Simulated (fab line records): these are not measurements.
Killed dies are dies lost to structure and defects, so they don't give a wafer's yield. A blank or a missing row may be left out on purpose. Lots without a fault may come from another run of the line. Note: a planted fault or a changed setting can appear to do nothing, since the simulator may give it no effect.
8D (eight disciplines) problem report, filled in by code || flow berkeley-cmos170 || the parts of the form that need people (team, actions taken, sign-off) are left out

== 1. THE PROBLEM ==
CONTACT_PSG_THK at UCB170_CONTACT_THK_MEAS_02 reads a mean of 843 nm on 3 wafers of 1 lot; wafers without a fault read 703 nm with a standard deviation of 6.2. That puts it +23 standard deviations away from the usual mean.
Earliest sighting: wafer L746.1 on film-metro-04 at day 8 22:53. Wafers with a number at this step in the record: 30, from 10 lots. Rule for "out" (also "out of limits"): further than 4 standard deviations from the usual mean. Any other wafer with a number is counted as sound.

== 2. WHAT IT IS, AND WHAT IT ISN'T ==
{"question": "which readings at this step", "is": "CONTACT_PSG_THK", "is not": "-"}
{"question": "which lots", "is": "L746", "is not": "L735, L736, L737, L738, L739, L740, L741, L742, L756"}
{"question": "which wafers of those lots", "is": "all that have a number", "is not": "-"}
{"question": "read on which gauges", "is": "film-metro-04", "is not": "film-metro-02, film-metro-03"}
{"question": "when", "is": "from day 8 22:53", "is not": "up to then (24 sound wafers); but 3 sound wafers of L756 came after"}

== 3. THE SUSPECTS, EACH WITH WHAT RULES IT OUT ==
Counting: any tool at a process step up to the reading is kept as a suspect provided that every lot that is out went through it and no sound lot did after the first of them.
- the gauge at UCB170_CONTACT_THK_MEAS_02 is ruled out. All the wafers that are out were read on film-metro-04, but those of them that UCB170_CONTACT_CVD_01 has rows for are out there too, on other tools.
- rtp-anneal-02 at UCB170_SDANNEAL_RTA_01 (time 5 s): ruled out as a lasting fault. Following L746 (day 8 19:03), the first lot on it that is out, the sound lots L756 were run on it.
- lpcvd-02 at UCB170_CONTACT_CVD_01 (deposits PSG from SiH4/O2/PH3, target thk 700 nm, time 2820 s): kept. It ran the lot that is out, L746 (day 8 20:13), and no sound lot after that; its last sound lot up to then is L741 (day 7 23:29). Its own readings are out on those wafers: spike-tc-centre-C, spike-tc-load-C, spike-tc-source-C, susceptor-temp-C.
Left after counting: lpcvd-02 at UCB170_CONTACT_CVD_01.

== 4. THE CAUSE (what the simulator had put in) ==
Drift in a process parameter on lpcvd-02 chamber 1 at UCB170_CONTACT_CVD_01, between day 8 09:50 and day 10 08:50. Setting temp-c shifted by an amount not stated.
This tool alone remained once counting was done.

== 5. THE EFFECT CHAIN, in route order ==
Rows list readings where the struck wafers' mean (over those with a number) sits beyond 3 standard deviations from the usual. Readings are gone through only where the record gives a usual standard deviation; hours: the median, over the lots, of the time from a lot's start at the first step in this table giving one to that lot's start at this step; sigmas: the change measured in usual standard deviations.
{"hours": 0, "step": "UCB170_CONTACT_CVD_01", "reading": "spike-tc-centre-C", "usual": "452.5 C", "on struck wafers": 472.5, "change": "+20.0", "sigmas": "+18"}
{"hours": 0, "step": "UCB170_CONTACT_CVD_01", "reading": "spike-tc-load-C", "usual": "468 C", "on struck wafers": 491, "change": "+23", "sigmas": "+7.1"}
{"hours": 0, "step": "UCB170_CONTACT_CVD_01", "reading": "spike-tc-source-C", "usual": "466.2 C", "on struck wafers": 489.3, "change": "+23.1", "sigmas": "+10"}
{"hours": 0, "step": "UCB170_CONTACT_CVD_01", "reading": "susceptor-temp-C", "usual": "449.97 C", "on struck wafers": 470.30, "change": "+20.33", "sigmas": "+92"}
{"hours": 3, "step": "UCB170_CONTACT_THK_MEAS_02", "reading": "CONTACT_PSG_THK", "usual": "703 nm", "on struck wafers": 843, "change": "+140", "sigmas": "+23"}
{"hours": "-", "step": "UCB170_CONTACT_ETCH_18", "reading": "oes-product-au", "usual": "0.898 a.u.", "on struck wafers": 0.992, "change": "+0.094", "sigmas": "+5.9"}
The process steps in it:
- UCB170_CONTACT_CVD_01: deposits PSG from SiH4/O2/PH3, target thk 700 nm, time 2820 s.
- UCB170_CONTACT_ETCH_18: etches PSG in CHF3/CF4/Ar, stops on TiSi2, target depth 840 nm, time 195 s.

== 6. WHAT WOULD HAVE CAUGHT IT SOONER ==
Counted from the fault's start at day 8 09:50, it took 13 hours until the first out-of-limits reading at a measuring or inspecting step in this record, taken at day 8 22:53.
The tool's own readings at UCB170_CONTACT_CVD_01 were out on every struck wafer that the step has a row for (spike-tc-centre-C, spike-tc-load-C, spike-tc-source-C, susceptor-temp-C): an alarm limit on them would have fired on the first of those.
Each of the lots that are out, 1 in all, had begun UCB170_CONTACT_CVD_01 on lpcvd-02 no later than day 8 22:53. A hold on the tool at that time would have spared none of them.
